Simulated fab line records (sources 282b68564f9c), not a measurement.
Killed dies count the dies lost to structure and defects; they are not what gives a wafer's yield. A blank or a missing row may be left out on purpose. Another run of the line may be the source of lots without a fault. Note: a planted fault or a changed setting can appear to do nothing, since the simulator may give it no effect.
A struck lot beside a sound one	flow rit cmos	15 out of 202 route steps
Sound: the wafers L126.1, L126.3, L126.4. The struck wafers were L135.1, L135.3, L135.5. Last of all comes the cause.
Order at every step that has rows: each side's tool, ch and its chambers, its first start. Under that, the readings that differ: sound wafers	struck wafers	difference of the means	sigmas: that difference in standard deviations of wafers without a fault.
alike: a reading whose means differ by less than 2 such deviations, as well as words and numbers matching on both sides. not compared: withheld readings; readings where some wafer has no value; bounds like >300 that might hide an equal value; numbers whose values overlap and for which the record gives no deviation.
The two part at a step that has a row with sigmas, a row that says differs or no value, or rows on one side only. Non-overlapping numbers with no deviation appear without sigmas and do not part them. A reading missing from all wafers of one side parts the sides only when that side holds two or more wafers.

first, 2 steps without rows for these wafers: RIT_NSD_PEB_04; RIT_NSD_DEVELOP_05 (develop time 50 s).
RIT_NSD_OVL_MEAS_06:
  sound on overlay-02 at day 3 05:27; struck on overlay-01 at day 5 07:43
  alike: NSD_OVL
then, 2 steps without rows for these wafers: RIT_NSD_HARDBAKE_07 (time 60 s); RIT_NSD_IMPLANT_08.
RIT_NSD_STRIP_09: strips in O2, time 180 s.
  sound on plasma asher-04 ch 0,1, day 3 05:47; struck on plasma asher-04 ch 0,1, day 5 08:05
  alike: drypump motor current A
  not compared: rf hours counter h
RIT_NSD_TW_MEAS_10:
  sound on film metro-02 at day 3 05:58; struck on film metro-02 at day 5 08:16
  alike: NSD_TW
then, 5 steps without rows for these wafers: RIT_PSD_HMDS_00 (prime time 60 s); RIT_PSD_COAT_01 (resist thk 1000 nm); RIT_PSD_SOFTBAKE_02 (time 60 s); RIT_PSD_EXPOSE_03 (exposes mask M10, target cd 40900 nm); RIT_PSD_PEB_04.
RIT_PSD_DEVELOP_05: develop time 50 s.
  sound on litho track-03 ch 0, day 3 06:00; struck on litho track-01 ch 0, day 5 09:00
reading	sound	struck	difference	sigmas
developer temp C (C)	22.95 23.02 23.05	23.81 23.87 23.87	+0.84	+8
  alike: exhaust pa
RIT_PSD_OVL_MEAS_06:
  sound on overlay-01 at day 3 06:52; struck on overlay-02 at day 5 09:18
  alike: PSD_OVL
RIT_M1_PROBE_99:
  sound on prober-02 at day 3 16:35; struck on prober-01 at day 5 17:52
  alike: killed at contacts, killed at front end, killed dies, killed open, killed short

## WHERE THEY PART
RIT_PSD_DEVELOP_05 only, going by this record. Later steps at which nothing parts them and some readings are alike: RIT_PSD_OVL_MEAS_06, RIT_M1_PROBE_99.

WHY: whatever the simulator had introduced
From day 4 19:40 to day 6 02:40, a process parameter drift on litho track-01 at RIT_PSD_DEVELOP_05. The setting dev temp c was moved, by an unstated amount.
